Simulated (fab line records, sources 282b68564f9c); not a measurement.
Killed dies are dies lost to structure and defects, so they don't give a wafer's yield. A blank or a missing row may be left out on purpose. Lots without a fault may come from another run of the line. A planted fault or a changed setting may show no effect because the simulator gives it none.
Which tool did it? | flow rit_cmos | 14 lots, 42 wafers sampled, at 2 steps of a route of 202

WHAT THE GAUGES READ, wafer by wafer
The record holds no reading of a measuring or inspecting step that can be judged against a usual standard deviation.

WHICH TOOL RAN EACH LOT (tool, then ch and the chambers of the sampled wafers, then the start)
lot  | RIT_NRETRO_SOFTBAKE_02           | RIT_M1_PROBE_99
L273 | litho_track-02 ch 0, day 2 07:41 | -
L274 | litho_track-03 ch 0, day 2 10:07 | -
L275 | litho_track-02 ch 0, day 2 14:13 | -
L276 | litho_track-03 ch 0, day 2 19:53 | -
L277 | litho_track-03 ch 0, day 3 01:01 | -
L278 | litho_track-02 ch 0, day 3 07:00 | -
L279 | litho_track-03 ch 0, day 3 11:39 | -
L287 | litho_track-04 ch 0, day 5 04:37 | prober-02, day 6 10:48
L288 | litho_track-04 ch 0, day 5 07:28 | -
L291 | litho_track-04 ch 0, day 6 01:32 | -
L292 | litho_track-04 ch 0, day 6 05:35 | -
L293 | litho_track-02 ch 0, day 6 08:29 | -
L295 | litho_track-04 ch 0, day 6 18:36 | -
L296 | litho_track-02 ch 0, day 7 02:29 | -
- RIT_NRETRO_SOFTBAKE_02: time 60 s.
- RIT_M1_PROBE_99

WHAT THE TOOLS THEMSELVES READ (means of the sampled wafers that have a number; where no wafer has one, the mark that the record gives instead)
RIT_NRETRO_SOFTBAKE_02.
lot  | tool           | heater_power_total_W (W) | plate_temp_C (C)
L273 | litho_track-02 | 34.58                    | 90.00
L274 | litho_track-03 | 34.53                    | 89.76
L275 | litho_track-02 | 34.53                    | 89.96
L276 | litho_track-03 | 34.60                    | 89.99
L277 | litho_track-03 | 32.52                    | 86.27
L278 | litho_track-02 | 34.53                    | 89.98
L279 | litho_track-03 | 32.50                    | 85.96
L287 | litho_track-04 | 34.61                    | 89.99
L288 | litho_track-04 | 34.57                    | 89.87
L291 | litho_track-04 | 34.54                    | 90.04
L292 | litho_track-04 | 34.57                    | 90.14
L293 | litho_track-02 | 34.55                    | 89.84
L295 | litho_track-04 | 34.58                    | 89.95
L296 | litho_track-02 | 34.60                    | 89.87

RIT_M1_PROBE_99.
lot  | tool      | killed_at_contacts | killed_at_front_end | killed_dies | killed_open | killed_short
L287 | prober-02 | 0.0                | 8                   | 8           | 4.7         | 3.3

THE ANSWER, worked out from the rows above alone
Rule: what is usual is taken from the lots themselves. Put in order of their means at a reading, lots are off if they are a third of the lots or fewer, leave a main group of 4 or more, and stand apart from it by a gap of 3 or more times the standard deviation of the main group's means; of several such gaps the widest counts. A main group whose means are all the same, to the digits that the tables above print for the reading, isn't used. A lot without any number at a reading at which 4 lots or more have one is off too. The other lots that the step has rows for count as sound. The gauges are gone through in route order, then the tools' own readings, and for those a lot's mean is taken as printed above. The first step at which some lot is off is used, and at that step the reading that is off furthest; a lot without a number counts as furthest.
Off: L277, L279, at RIT_NRETRO_SOFTBAKE_02 (heater_power_total_W). The main group: mean 34.57 W, standard deviation 0.028.
A tool fits if, at that step or a process step before it, it ran every lot that is off, and no sound lot after the first of them. One fits: litho_track-03 at RIT_NRETRO_SOFTBAKE_02. Its last sound lot is L276 (day 2 19:53), its first lot that is off L277 (day 3 01:01): a fault that began between those two fits.
The tool's own readings at RIT_NRETRO_SOFTBAKE_02 bear it out: on the lots that are off they differ by more than 5 times the standard deviation of the sound lots' means. heater_power_total_W reads 32.51 W there against 34.57 W on the sound lots; plate_temp_C reads 86.11 C there against 89.95 C on the sound lots.

WHAT THE SIMULATOR HAD PUT IN
Process parameter drift: litho_track-03, from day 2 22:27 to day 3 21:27, at RIT_NRETRO_SOFTBAKE_02. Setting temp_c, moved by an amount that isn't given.
Lots struck among those shown: L277, L279. The rule above found the same.
